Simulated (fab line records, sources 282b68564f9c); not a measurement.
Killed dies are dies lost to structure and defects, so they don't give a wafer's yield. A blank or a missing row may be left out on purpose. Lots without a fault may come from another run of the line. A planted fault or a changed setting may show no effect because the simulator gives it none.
A struck lot beside a sound one | flow rit_cmos | 14 steps out of a route of 202
Sound: wafers L266.1, L266.4, L266.6. Struck: wafers L267.2, L267.3, L267.5. The cause comes at the end.
At each step with rows: each side's tool, then ch and its chambers, then its first start. Under that, the readings that differ: sound wafers | struck wafers | difference of the means | sigmas: that difference in standard deviations of wafers without a fault.
alike: readings whose means differ by less than 2 such deviations, and words and numbers that are the same on both sides. not compared: withheld readings, readings that some wafer has no value for, bounds like >300 that may hide the same value, and numbers for which the record gives no deviation and whose values overlap.
The two part at a step that has a row with sigmas, a row that says differs or no value, or rows on one side only. Numbers that don't overlap but have no deviation are shown without sigmas and don't part them. A reading that every wafer of one side lacks parts them only if that side has two wafers or more.

first, 1 step without rows for these wafers: RIT_GATE_CVD_08 (deposits poly-Si from SiH4, target thk 250 nm, time 2220 s).
RIT_GATE_THK_MEAS_09:
  sound on film_metro-03, day 3 13:20; struck on film_metro-02, day 3 18:04
  alike: GATE_POLY_THK
then, 6 steps without rows for these wafers: RIT_GATE_HMDS_10 (prime time 60 s); RIT_GATE_COAT_11 (resist thk 850 nm); RIT_GATE_SOFTBAKE_12 (time 60 s); RIT_GATE_EXPOSE_13 (exposes mask M6, target cd 150 nm); RIT_GATE_PEB_14; RIT_GATE_DEVELOP_15 (develop time 50 s).
RIT_GATE_CD_MEAS_16: target cd 150 nm.
  sound on cd_sem-01, day 3 14:23; struck on cd_sem-01, day 3 18:59
  alike: cd_nm
RIT_GATE_OVL_MEAS_17:
  sound on overlay-02, day 3 14:30; struck on overlay-01, day 3 19:05
  alike: GATE_OVL
then, 1 step without rows for these wafers: RIT_GATE_HARDBAKE_18 (time 60 s).
RIT_GATE_ETCH_19: etches poly-Si in SF6/CHF3/O2, stops on SiO2, time 165 s, target depth 312.5 nm.
  sound on rie_si-01 ch 0,1,3, day 3 14:41; struck on rie_si-02 ch 2,3, day 3 19:16
  alike: O2_flow_sccm, drypump_motor_current_A, oes_product_au, throttle_valve_pct
  not compared: rf_hours_counter_h
RIT_GATE_STRIP_20: strips in O2, time 180 s.
  sound on plasma_asher-02 ch 0, day 3 14:47; struck on plasma_asher-01 ch 0,1, day 3 19:23
  no value came back on the struck wafers for chamber_pressure_mTorr (mTorr), drypump_motor_current_A (A); on the sound wafers chamber_pressure_mTorr (mTorr) reads 4001 3999 4004
  reading                                   | sound | struck            | difference | sigmas
  model.NOVOLAK_of_GATE_COAT_11.thk_nm (nm) | 0 0 0 | 673.2 666.8 667.4 | +669.1     |
  not compared: rf_hours_counter_h
RIT_GATE_CD_MEAS_90: target cd 150 nm.
  sound on cd_sem-02, day 3 14:58; struck on cd_sem-01, day 3 19:34
  alike: cd_nm

WHERE THEY PART
Only at RIT_GATE_STRIP_20, within this record. Later steps at which nothing parts them and some readings are alike: RIT_GATE_CD_MEAS_90.

WHY: what the simulator had put in
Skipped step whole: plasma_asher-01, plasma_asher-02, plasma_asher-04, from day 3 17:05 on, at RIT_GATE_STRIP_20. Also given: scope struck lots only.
